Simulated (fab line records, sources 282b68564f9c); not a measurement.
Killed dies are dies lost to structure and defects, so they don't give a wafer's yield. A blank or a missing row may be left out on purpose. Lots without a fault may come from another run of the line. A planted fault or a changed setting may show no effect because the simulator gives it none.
Problem report in the 8D (eight disciplines) form, filled by code | flow rit_cmos | the parts of the form that need people (team, actions taken, sign-off) are left out

1. THE PROBLEM
wafer_temp_C_max at RIT_SILICIDE_RTA_04 reads a mean of 656.9 on 6 wafers of 2 lots; wafers without a fault read 652.5 with a standard deviation of 0.71. That is +6.2 standard deviations from the usual mean.
The step: time 10 s, ramp up 5 s, ramp down 5 s.
First seen on wafer L881.1, day 4 08:31, on rtp_anneal-01. The record holds 18 wafers of 6 lots with a number at this step. Rule for "out", or "out of limits": more than 4 standard deviations from the usual mean. The other wafers with a number count as sound.

2. WHAT IT IS AND WHAT IT IS NOT
question                    | is                     | is not
which readings at this step | wafer_temp_C_max       | -
which lots                  | L881, L883             | L876, L877, L889, L898
which wafers of those lots  | all that have a number | -
read on which tools         | rtp_anneal-01          | rtp_anneal-02
when                        | from day 4 08:31       | up to then (6 sound wafers); but 6 sound wafers of L889, L898 came after

3. SUSPECTS, AND WHAT RULES EACH OUT
Counting: a tool at a process step up to the reading stays a suspect if it ran every lot that is out and no sound lot after the first of them.
- rtp_anneal-02 at RIT_SDANNEAL_RTA_03 (time 5 s): kept. It ran every lot that is out, first L881 (day 4 07:37), and no sound lot after that; its last sound lot up to then is L877 (day 3 10:43).
- rtp_anneal-01 at RIT_SILICIDE_RTA_04 (time 10 s, ramp up 5 s, ramp down 5 s): kept. It ran every lot that is out, first L881 (day 4 08:31), and no sound lot after that; its last sound lot up to then is L877 (day 3 11:37). Its own readings are out on those wafers: wafer_temp_C_max.
Left after counting: rtp_anneal-02 at RIT_SDANNEAL_RTA_03, rtp_anneal-01 at RIT_SILICIDE_RTA_04.

4. THE CAUSE (what the simulator had put in)
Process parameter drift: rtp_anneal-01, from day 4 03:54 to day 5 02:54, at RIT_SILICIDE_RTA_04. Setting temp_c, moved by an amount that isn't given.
Counting left 2 suspects, and this tool is among them.

5. THE CHAIN OF EFFECTS, in route order
Each row: a reading whose mean over the struck wafers that have a number lies more than 3 standard deviations from the usual. Only readings for which the record gives a usual standard deviation are gone through. hours: the time from each lot's start at the first step in this table that gives one to its start at this step, as a median over the lots. sigmas: the change in usual standard deviations.
hours | step                | reading          | usual | on struck wafers | change | sigmas
0     | RIT_SILICIDE_RTA_04 | wafer_temp_C_max | 652.5 | 656.9            | +4.4   | +6.2
The process steps in it:
- RIT_SILICIDE_RTA_04: time 10 s, ramp up 5 s, ramp down 5 s.

6. WHAT WOULD HAVE CAUGHT IT SOONER
In this record the first reading out of limits was taken at day 4 08:31, 5 hours after the fault began at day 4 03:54.
